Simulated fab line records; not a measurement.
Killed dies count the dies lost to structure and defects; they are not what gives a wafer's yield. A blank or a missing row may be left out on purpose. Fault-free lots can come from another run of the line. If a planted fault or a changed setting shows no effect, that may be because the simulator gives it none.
fab line records    flow rit-cmos
[record] lots = 5  wafers = 15  last-day = 7
route steps=202 shown PLDD@116 SPACER@125 M1@202
lots that met no fault: taken from a fault-free run of the same line
start-h: start of the lot's first displayed wafer, in hours after the record's first day    wait-h: hours elapsed since this lot's preceding step    " identical to the entry in the row above    L1.1+2: a row that stands for several wafers    - either no value or no given start    * or withheld: withheld    < > ~ a bound
route shown NAME@n: names a module that has steps shown in the file, with the first one's number in the route    usual: average and standard deviation across the fault-free wafers    same: alike in all rows    chamber/n: place in a boat    sites: the reading at each site    _std_site: standard deviation of those values    _edge_site: inner sites' mean taken away from outer sites' mean    radius-mm: for every site, how far away it sits from the centre of the wafer    mask NAME#n: copy n    behind: the last tool/chamber to shape the wafer    hold: cause of the lot's hold/its duration in hours/its outcome    device: the n, p or np transistor that did not switch    end of line: tests run on the same wafers once the route is complete    a step with no rows: only its recipe    killed: at the first sort, the dies lost to defects and structure; wafer yield is something else    map: a wafer's dies, x killed, . not, _ none there
set.NAME: the setting that was run; set.NAME@STEP: the one run at that earlier step    model.NAME: the simulator's own value behind a step, which no gauge read
lots seen at some steps along the route; tables by step, rows by wafer
services: from which hour (start-h, from the record's first day; less than 0 if before it) a tool's chamber was out of use, for how many hours, and why
[[steps]]
[step RIT_PLDD_SOFTBAKE_02]
[recipe] resist = NOVOLAK  temp-c = 90  time-s = 60
[step RIT_PLDD_EXPOSE_03]
[recipe] mask-id = M8  na = 0.57  target-cd-nm = 40900  dose-mj = 250
[step RIT_PLDD_PEB_04]
[recipe] resist = NOVOLAK  temp-c = withheld  time-s = withheld
[step RIT_PLDD_DEVELOP_05]
[recipe] resist = NOVOLAK  develop-time-s = 48.45  dev-temp-c = 23
[step RIT_PLDD_OVL_MEAS_06]
[usual] PLDD_OVL = 0.0/1.4
lot.wafer  tool        chamber  start-h  wait-h  PLDD_OVL[nm]
L590.2     overlay-02  -        55.13    -       0.2
L590.3     "           -        "        "       0.2
L590.5     "           -        "        "       0.5
L594.2     overlay-01  -        79.36    -       0.5
L594.3     "           -        "        "       1.4
L594.6     "           -        "        "       -1.3
L600.2     overlay-01  -        107.60   -       -1.6
L600.4     "           -        "        "       -1.1
L600.5     "           -        "        "       -2.0
L607.3     overlay-01  -        141.76   -       -0.9
L607.5     "           -        "        "       -1.0
L607.6     "           -        "        "       0.7
L609.1     overlay-02  -        153.67   -       -1.8
L609.4     "           -        "        "       -0.9
L609.5     "           -        "        "       -1.2
[step RIT_PLDD_HARDBAKE_07]
[recipe] resist = NOVOLAK  temp-c = 140  time-s = 60
[step RIT_PLDD_IMPLANT_08]
[recipe] species = BF2  energy-kev = 20  dose-cm2 = 9e+14  tilt-deg = 7
[step RIT_PLDD_STRIP_09]
[recipe] chemistry = O2  time-s = 180  resist = NOVOLAK  platen-temp-c = withheld  power-w = 500  pressure-mtorr = 4000  o2-flow-sccm = 4000
[usual] drypump-motor-current-A = 5.5/0.52
lot.wafer  tool             chamber  start-h  wait-h  drypump-motor-current-A  rf-hours-counter-h
L590.2     plasma-asher-04  0        55.46    0.1     4.8                      42
L590.3     "                1        "        "       5.4                      -
L590.5     "                0        "        "       4.8                      -
L594.2     plasma-asher-03  0        79.69    0.1     5.9                      30
L594.3     "                1        "        "       6.2                      -
L594.6     "                0        "        "       5.9                      -
L600.2     plasma-asher-02  0        107.93   0.1     5.9                      45
L600.4     "                0        "        "       5.9                      -
L600.5     "                0        "        "       5.9                      -
L607.3     plasma-asher-04  1        142.14   0.1     5.4                      -
L607.5     "                1        "        "       5.4                      -
L607.6     "                0        "        "       4.8                      -
L609.1     plasma-asher-03  1        154.01   0.1     6.2                      38
L609.4     "                1        "        "       6.2                      -
L609.5     "                1        "        "       6.2                      -
[step RIT_PLDD_TW_MEAS_10]
[usual] PLDD_TW = 2366/27
lot.wafer  tool           chamber  start-h  wait-h  PLDD_TW
L590.2     film-metro-02  -        55.64    0.1     2334
L590.3     "              -        "        "       2330
L590.5     "              -        "        "       2344
L594.2     film-metro-02  -        79.88    0.1     2353
L594.3     "              -        "        "       2358
L594.6     "              -        "        "       2338
L600.2     film-metro-04  -        108.12   0.1     2415
L600.4     "              -        "        "       2418
L600.5     "              -        "        "       2420
L607.3     film-metro-02  -        142.28   0.1     2350
L607.5     "              -        "        "       2342
L607.6     "              -        "        "       2334
L609.1     film-metro-01  -        154.18   0.1     2371
L609.4     "              -        "        "       2379
L609.5     "              -        "        "       2379
[step RIT_SPACER_CLEAN_00]
[recipe] chemistry = SC1  mix = 3:3:50  time-s = 600  temp-c = 75
[step RIT_SPACER_CLEAN_01]
[recipe] chemistry = dHF  dilution = 50:1  time-s = 30
[step RIT_SPACER_CLEAN_02]
[recipe] chemistry = SC2  mix = 3:3:50  time-s = 600  temp-c = 75  dry = n2-spin
[step RIT_SPACER_CVD_03]
[recipe] material = Si3N4  target-thk-nm = 250  temp-c = 810  precursor = SiH2Cl2/NH3  time-s = 3300  pressure-mtorr = 300  sih2cl2-flow-sccm = 60  nh3-flow-sccm = 150
[usual] spike-tc-centre-C = 811.6/1.5  spike-tc-load-C = 833/3.9  spike-tc-source-C = 834/3  susceptor-temp-C = 809.9/0.38
lot.wafer  tool      chamber  start-h  wait-h  spike-tc-centre-C  spike-tc-load-C  spike-tc-source-C  susceptor-temp-C  model.Si3N4_of_SPACER_CVD_03.thk-nm
L590.2     lpcvd-01  1        56.09    0.0     814.1              836              837                810.1             249.8
L590.3     "         1        "        "       813.3              835              837                810.1             247.4
L590.5     "         1        "        "       813.7              835              838                809.5             250.7
L594.2     lpcvd-02  1        80.29    0.0     811.8              836              830                809.9             249.3
L594.3     "         1        "        "       812.5              836              830                809.8             248.7
L594.6     "         1        "        "       810.8              835              831                809.5             251
L600.2     lpcvd-02  0        108.53   0.0     835.0              851              859                834.8             387.7
L600.4     "         0        "        "       836.9              846              857                834.6             388.2
L600.5     "         0        "        "       837.1              850              859                834.4             388.2
L607.3     lpcvd-01  0        142.69   0.0     812.5              833              835                809.0             252.2
L607.5     "         0        "        "       810.9              835              835                809.5             253.1
L607.6     "         0        "        "       810.8              832              835                809.4             254.8
L609.1     lpcvd-01  1        154.62   0.0     812.2              835              838                810.0             254.9
L609.4     "         1        "        "       813.8              835              839                810.0             254
L609.5     "         1        "        "       814.1              836              836                809.8             251.4
[step RIT_SPACER_THK_MEAS_04]
[recipe] reads = Si3N4_of_SPACER_CVD_03
[usual] SPACER_NITRIDE_THK = 250.9/2.1
lot.wafer  tool           chamber  start-h  wait-h  hold                      SPACER_NITRIDE_THK[nm]
L590.2     film-metro-01  -        58.02    0.0     -                         249.5
L590.3     "              -        "        "       -                         247.4
L590.5     "              -        "        "       -                         250.7
L594.2     film-metro-03  -        82.22    0.0     -                         249.2
L594.3     "              -        "        "       -                         248.5
L594.6     "              -        "        "       -                         251.0
L600.2     film-metro-01  -        110.46   0.0     await-dispo/0.2h/release  387.8
L600.4     "              -        "        "       await-dispo/0.2h/release  388.3
L600.5     "              -        "        "       await-dispo/0.2h/release  387.9
L600.2     film-metro-01  -        110.69   0.2     -                         387.5
L600.4     "              -        "        "       -                         388.0
L600.5     "              -        "        "       -                         388.1
L607.3     film-metro-03  -        144.62   0.0     -                         252.1
L607.5     "              -        "        "       -                         253.1
L607.6     "              -        "        "       -                         254.8
L609.1     film-metro-01  -        156.54   0.0     -                         255.0
L609.4     "              -        "        "       -                         253.8
L609.5     "              -        "        "       -                         251.4
[step RIT_M1_PROBE_99]
[usual] defect-limited-yield = 97.2/1.2  killed-at-contacts = 0.1/0.31  killed-at-front-end = 7/3.2  killed-dies = 7/3.2  killed-open = 3.6/1.9  killed-short = 3.6/2  sort_bin_3_pad_short = 0.1/0.22  sort_bin_5_function = 1.6/0.93  sort_bin_6_memory = 1.0/0.66  sort-n-pass = 257/3.2  sort-yield-pct = 97.2/1.2
[same] gross-dies = 264  killed_at_M0_to_M3 = 0  killed_at_M4_up = 0  killed-at-back-side = 0  killed-at-other = 0
lot.wafer  tool       chamber  start-h  wait-h  defect-limited-yield[%]  killed-at-contacts  killed-at-front-end  killed-dies  killed-open  killed-short  sort_bin_3_pad_short[%]  sort_bin_5_function[%]  sort_bin_6_memory[%]  sort-n-pass  sort-yield-pct[%]
L590.2     prober-02  -        69.31    0.1     94.7                     0                   14                   14           9            4             0                        3.4                     1.9                   250          94.7
L590.3     prober-02  -        69.36    0.2     97.7                     0                   6                    6            1            5             0.4                      1.9                     0                     258          97.7
L590.5     prober-02  -        69.46    0.2     97.0                     0                   8                    8            4            4             0                        2.3                     0.8                   256          97.0
L607.3     prober-01  -        155.56   0.2     94.3                     0                   15                   15           6            9             0.4                      3.4                     1.9                   249          94.3
L607.5     prober-01  -        155.66   0.2     94.3                     0                   15                   15           10           4             0                        3.4                     2.3                   249          94.3
L607.6     prober-01  -        155.71   0.2     94.3                     0                   15                   15           4            8             0                        3.0                     2.7                   249          94.3
L609.1     prober-01  -        167.83   0.1     96.2                     0                   10                   10           5            5             0                        2.7                     1.1                   254          96.2
L609.4     prober-01  -        167.98   0.2     97.0                     0                   8                    8            4            4             0.4                      1.9                     0.8                   256          97.0
L609.5     prober-01  -        168.03   0.2     97.3                     0                   7                    7            3            4             0.8                      1.5                     0.4                   257          97.3
// killed by level:class
L590.2 SILICIDE:geometric-particle:open=5 SPACER:geometric-particle:short=3 GATE:geometric-particle:open=2 REOX:geometric-particle:open=1 SPACER:geometric-particle:open=1 SILICIDE:geometric-particle:short=1 PSD:coat-microbubble-printed=1
L590.3 FOX1:geometric-particle:short=2 SPACER:geometric-particle:short=2 FOX1:geometric-particle:open=1 REOX:geometric-particle:short=1
L590.5 REOX:geometric-particle:open=2 SILICIDE:geometric-particle:short=2 FOX2:geometric-particle:short=1 GATE:geometric-particle:open=1 SPACER:geometric-particle:short=1 SPACER:geometric-particle:open=1
L607.3 GATE:geometric-particle:short=5 FOX2:geometric-particle:short=3 GATE:geometric-particle:open=3 FOX1:geometric-particle:open=1 FOX1:geometric-particle:short=1 FOX2:geometric-particle:open=1 SILICIDE:geometric-particle:open=1
L607.5 FOX2:geometric-particle:open=4 GATE:geometric-particle:open=4 FOX2:geometric-particle:short=2 GATE:geometric-particle:short=2 SPACER:geometric-particle:open=2 PLDD:coat-microbubble-printed=1
L607.6 GATE:geometric-particle:short=3 SILICIDE:geometric-particle:short=3 PLDD:coat-microbubble-printed=3 SPACER:geometric-particle:open=2 FOX1:geometric-particle:open=1 FOX2:geometric-particle:short=1 GATE:geometric-particle:open=1 SPACER:geometric-particle:short=1
L609.1 GATE:geometric-particle:short=2 REOX:geometric-particle:open=2 SILICIDE:geometric-particle:short=2 FOX1:geometric-particle:open=1 FOX2:geometric-particle:short=1 GATE:geometric-particle:open=1 SILICIDE:geometric-particle:open=1
L609.4 SILICIDE:geometric-particle:short=2 FOX1:geometric-particle:open=1 FOX1:geometric-particle:short=1 FOX2:geometric-particle:open=1 GATE:geometric-particle:short=1 GATE:geometric-particle:open=1 REOX:geometric-particle:open=1
L609.5 FOX1:geometric-particle:short=3 FOX1:geometric-particle:open=1 GATE:geometric-particle:open=1 REOX:geometric-particle:open=1 SILICIDE:geometric-particle:short=1
[[services]]
tool             chamber  start-h  hours  kind
plasma-asher-04  -        93.70    0.7    repair
plasma-asher-04  -        108.75   9.0    pm
plasma-asher-04  0        108.75   9.0    vent-cycle
plasma-asher-04  1        108.75   9.0    vent-cycle
plasma-asher-04  -        117.75   2.8    pm
plasma-asher-04  0        117.75   -      clean
plasma-asher-04  1        117.75   -      clean
[[key]]
[first-sign] step = RIT_SPACER_CVD_03  reading = susceptor-temp-C  direction = up  sigmas = 64  usual = *  struck = *
[effect] step = RIT_SPACER_CVD_03  reading = spike-tc-centre-C  direction = up  sigmas = 17  usual = 811.6  struck = 836.3
[effect] step = RIT_SPACER_THK_MEAS_04  reading = visit  direction = added
[effect] step = RIT_SPACER_THK_MEAS_04  reading = SPACER_NITRIDE_THK  direction = up  sigmas = 66  usual = 250.9  struck = 388.0
[model-effect] step = RIT_SPACER_CVD_03  value = Si3N4_of_SPACER_CVD_03.thk-nm  without = 251.7  struck = 388
met-at RIT_SPACER_CVD_03
struck-wafers L600.2,L600.4,L600.5
scrapped-behind RIT_SPACER_THK_MEAS_04 L600.2,L600.4,L600.5
[fault] kind = process-parameter-drift  tool = lpcvd-02  chamber = 0  onset-h = 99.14  steps = RIT_SPACER_CVD_03  channel = temp-c  offset = *  shape = step  end-h = 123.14  acts-in = *  stated = *
